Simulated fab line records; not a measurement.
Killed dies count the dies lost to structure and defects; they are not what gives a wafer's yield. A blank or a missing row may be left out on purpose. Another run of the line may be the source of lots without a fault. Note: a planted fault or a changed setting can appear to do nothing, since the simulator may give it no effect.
Which tool is to blame? + flow berkeley-cmos170 + 39 wafers from 13 lots sampled at 4 of the route's 331 steps

## WHAT EACH GAUGE READ, for each wafer
UCB170_PSD_TW_MEAS_10. Usual: for PSD_TW the level is 2321 and the standard deviation is 16.
| lot  | measured     | on            | PSD_TW         | flag |
|------|--------------|---------------|----------------|------|
| L139 | day 7 08:22  | film-metro-04 | 2325 2326 2331 |      |
| L140 | day 7 20:01  | film-metro-02 | 2339 2335 2343 |      |
| L143 | day 8 20:52  | film-metro-01 | 2303 2312 2289 |      |
| L142 | day 8 21:07  | film-metro-01 | 2307 2308 2303 |      |
| L141 | day 8 21:14  | film-metro-01 | 2292 2301 2309 |      |
| L148 | day 9 21:41  | film-metro-01 | 2063 2070 2053 | OFF  |
| L147 | day 9 21:59  | film-metro-02 | 2330 2333 2350 |      |
| L152 | day 10 08:52 | film-metro-02 | 2092 2095 2090 | OFF  |
| L151 | day 10 09:17 | film-metro-04 | 2335 2338 2333 |      |
| L154 | day 11 10:18 | film-metro-04 | 2325 2334 2319 |      |
| L157 | day 11 16:49 | film-metro-02 | 2330 2331 2328 |      |
| L161 | day 12 15:12 | film-metro-01 | 2324 2307 2326 |      |
| L162 | day 13 12:31 | film-metro-01 | 2308 2307 2314 |      |

UCB170_SDANNEAL_RS_MEAS_02: measures by four-point-probe. Usual: for PSD_RS the level is 75.54 ohm/sq and the standard deviation is 0.28.
| lot  | measured     | on            | PSD_RS (ohm/sq)   | flag |
|------|--------------|---------------|-------------------|------|
| L139 | day 7 11:19  | film-metro-04 | 75.25 75.52 75.29 |      |
| L140 | day 8 01:02  | film-metro-04 | 75.61 75.36 75.40 |      |
| L143 | day 8 23:50  | film-metro-04 | 75.71 75.62 75.31 |      |
| L142 | day 9 00:22  | film-metro-01 | 76.10 75.60 75.78 |      |
| L141 | day 9 00:33  | film-metro-04 | 75.38 75.32 75.61 |      |
| L148 | day 10 00:54 | film-metro-04 | 96.67 96.55 97.06 | OFF  |
| L147 | day 10 01:27 | film-metro-02 | 75.86 75.55 75.56 |      |
| L152 | day 10 12:17 | film-metro-01 | 96.12 96.19 96.08 | OFF  |
| L151 | day 10 12:40 | film-metro-02 | 75.62 75.61 75.62 |      |
| L154 | day 11 13:26 | film-metro-04 | 75.55 75.11 75.58 |      |
| L157 | day 11 19:24 | film-metro-02 | 75.71 75.98 75.94 |      |
| L161 | day 12 18:43 | film-metro-02 | 75.27 75.31 75.24 |      |
| L162 | day 13 18:36 | film-metro-02 | 75.95 75.32 75.49 |      |

## WHAT TOOL EACH LOT RAN ON (gives the tool, then ch and the chambers of the sampled wafers, and finally the start)
| lot  | UCB170_PSD_IMPLANT_08           | UCB170_PSD_STRIP_09                  |
|------|---------------------------------|--------------------------------------|
| L139 | implanter-01 ch 0, day 7 08:07  | plasma-asher-03 ch 0,1, day 7 08:16  |
| L140 | implanter-01 ch 0, day 7 19:47  | plasma-asher-04 ch 0,1, day 7 19:55  |
| L143 | implanter-03 ch 0, day 8 20:37  | plasma-asher-02 ch 0,1, day 8 20:46  |
| L142 | implanter-03 ch 0, day 8 20:53  | plasma-asher-02 ch 0,1, day 8 21:00  |
| L141 | implanter-04 ch 0, day 8 21:00  | plasma-asher-03 ch 0,1, day 8 21:07  |
| L148 | implanter-04 ch 0, day 9 21:26  | plasma-asher-02 ch 0,1, day 9 21:35  |
| L147 | implanter-01 ch 0, day 9 21:46  | plasma-asher-03 ch 0,1, day 9 21:54  |
| L152 | implanter-04 ch 0, day 10 08:37 | plasma-asher-04 ch 0,1, day 10 08:46 |
| L151 | implanter-03 ch 0, day 10 09:02 | plasma-asher-02 ch 0,1, day 10 09:11 |
| L154 | implanter-01 ch 0, day 11 10:05 | plasma-asher-02 ch 0,1, day 11 10:13 |
| L157 | implanter-03 ch 0, day 11 16:35 | plasma-asher-03 ch 0,1, day 11 16:43 |
| L161 | implanter-01 ch 0, day 12 14:57 | plasma-asher-04 ch 0,1, day 12 15:06 |
| L162 | implanter-01 ch 0, day 13 12:16 | plasma-asher-04 ch 0,1, day 13 12:25 |
- UCB170_PSD_IMPLANT_08
- UCB170_PSD_STRIP_09: strips in O2.

## AS READ BY THE TOOLS THEMSELVES (means over the sampled wafers that have a number; for cases with no such wafer, the mark the record gives instead)
UCB170_PSD_IMPLANT_08. Usual: dose-ions-cm2 2.999e+15, standard deviation 3.3e+12; end-station-pressure-torr 1.27e-05 Torr, standard deviation 7.2e-07; faraday-current-uA 9276, standard deviation 180.
| lot  | tool         | dose-ions-cm2 | end-station-pressure-torr (Torr) | faraday-current-uA | flag |
|------|--------------|---------------|----------------------------------|--------------------|------|
| L139 | implanter-01 | 2.999e+15     | 1.27e-05                         | 9241               |      |
| L140 | implanter-01 | 2.996e+15     | 1.18e-05                         | 9399               |      |
| L143 | implanter-03 | 3.002e+15     | 1.34e-05                         | 9432               |      |
| L142 | implanter-03 | 2.999e+15     | 1.27e-05                         | 9230               |      |
| L141 | implanter-04 | 2.999e+15     | 1.22e-05                         | 9181               |      |
| L148 | implanter-04 | 2.102e+15     | 1.08e-05                         | 6618               | OFF  |
| L147 | implanter-01 | 2.997e+15     | 1.24e-05                         | 9221               |      |
| L152 | implanter-04 | 2.098e+15     | 1.05e-05                         | 6571               | OFF  |
| L151 | implanter-03 | 3.004e+15     | 1.23e-05                         | 9340               |      |
| L154 | implanter-01 | 3.000e+15     | 1.23e-05                         | 9241               |      |
| L157 | implanter-03 | 2.995e+15     | 1.25e-05                         | 9244               |      |
| L161 | implanter-01 | 3.002e+15     | 1.29e-05                         | 9337               |      |
| L162 | implanter-01 | 2.999e+15     | 1.26e-05                         | 9291               |      |

UCB170_PSD_STRIP_09. Usual: drypump-motor-current-A 6.12 A, standard deviation 0.29; oes-product-au 0.601 a.u., standard deviation 0.0046; strip-time-to-endpoint-s 29.38 s, standard deviation 0.073.
| lot  | tool            | drypump-motor-current-A (A) | oes-product-au (a.u.) | strip-time-to-endpoint-s (s) | flag |
|------|-----------------|-----------------------------|-----------------------|------------------------------|------|
| L139 | plasma-asher-03 | 6.10                        | 0.605                 | 29.46                        |      |
| L140 | plasma-asher-04 | 6.15                        | 0.598                 | 29.39                        |      |
| L143 | plasma-asher-02 | 5.86                        | 0.603                 | 29.29                        |      |
| L142 | plasma-asher-02 | 5.86                        | 0.594                 | 29.32                        |      |
| L141 | plasma-asher-03 | 6.10                        | 0.606                 | 29.33                        |      |
| L148 | plasma-asher-02 | 5.86                        | 0.654                 | 25.68                        | OFF  |
| L147 | plasma-asher-03 | 6.11                        | 0.602                 | 29.39                        |      |
| L152 | plasma-asher-04 | 6.26                        | 0.653                 | 25.84                        | OFF  |
| L151 | plasma-asher-02 | 6.05                        | 0.602                 | 29.47                        |      |
| L154 | plasma-asher-02 | 6.04                        | 0.600                 | 29.41                        |      |
| L157 | plasma-asher-03 | 6.33                        | 0.596                 | 29.35                        |      |
| L161 | plasma-asher-04 | 6.15                        | 0.607                 | 29.43                        |      |
| L162 | plasma-asher-04 | 6.27                        | 0.603                 | 29.37                        |      |

## THE ANSWER, worked out from the rows above alone
Rule: a lot counts as off when the mean over its wafers that have a number is more than 3 standard deviations away from the usual mean. Also off: a lot with no number at a reading for which 4 or more lots have one. Where the step has rows for the other lots, those lots are counted as sound. After the gauges, taken in route order, come the tools' own readings; for these a lot's mean is taken, as printed above. At the first step where some lot is off, the reading lying furthest off is the one used; lots without a number count as furthest.
Off: at UCB170_PSD_TW_MEAS_10 (PSD_TW), L148, L152.
A tool fits if, at a process step before that reading, it ran every lot that is off, and no sound lot after the first of them. The gauges at UCB170_PSD_TW_MEAS_10 aren't tried: what is off there is off at UCB170_PSD_IMPLANT_08 too, on other tools, and a gauge's error can't cause that. One fits: implanter-04 at UCB170_PSD_IMPLANT_08. Its last sound lot is L141 (day 8 21:00), its first lot that is off L148 (day 9 21:26): a fault that began between those two fits.
The tool's own readings at UCB170_PSD_IMPLANT_08 bear it out: on the lots that are off they differ by more than 5 times the standard deviation of the sound lots' means. dose-ions-cm2 reads 2.100e+15 there against 2.999e+15 on the sound lots; faraday-current-uA reads 6594 there against 9287 on the sound lots.

## WHAT HAD BEEN PUT IN BY THE SIMULATOR
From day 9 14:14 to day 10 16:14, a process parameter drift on implanter-04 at UCB170_PSD_IMPLANT_08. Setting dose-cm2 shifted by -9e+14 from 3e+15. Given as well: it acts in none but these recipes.
Struck lots among those shown: L148, L152. The rule given above showed the same thing.
